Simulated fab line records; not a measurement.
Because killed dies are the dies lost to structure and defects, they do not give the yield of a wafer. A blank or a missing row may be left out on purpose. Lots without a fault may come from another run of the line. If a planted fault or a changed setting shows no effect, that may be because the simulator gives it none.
Chamber matching -- flow berkeleyCmos170 -- rieSi-01 running UCB170_GATE_ETCH_15: 4 sister chambers
The step etches poly-Si in HBr/Cl2, stops on SiO2, time 56.3 s, target depth 278.2 nm. 4 wafers are shown with their chamber, then 8 later ones without.

== WAFERS PAIRED WITH THEIR CHAMBERS ==
wafer,chamber,throttleValvePct (%)
L720.6,2,26.30
L725.1,0,26.67
L725.5,3,26.77
L732.1,1,26.36

== WAFERS WHOSE CHAMBER IS MISSING ==
wafer,throttleValvePct (%)
L732.2,26.77
L732.4,26.66
L731.1,26.77
L731.3,26.28
L731.6,26.77
L734.1,26.78
L734.2,26.33
L734.6,26.29

== WHICH CHAMBER EACH WENT THROUGH ==
wafer,from the rows above,in truth
L732.2,3,3
L732.4,0,0
L731.1,3,3
L731.3,2,2
L731.6,3,3
L734.1,3,3
L734.2,can't be placed: 2 or 1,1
L734.6,2,2
Correct placement for 7 of the 8. Unplaceable from these rows: 1, with the true chamber sitting among the candidates in 1. Wrongly placed: 0.
How it was worked out, from the rows above alone: a wafer's distance from a chamber is the root of the sum, over the readings, of the square of ((its reading less the chamber's mean) divided by the reading's scatter). The wafer belongs to the nearest chamber; if the next one is less than 2 further off, it can't be placed. A chamber's mean is the mean of its shown wafers. The scatter: with one shown wafer a chamber, the root of the mean of the squares of how far each hidden wafer lies from its nearest shown one.
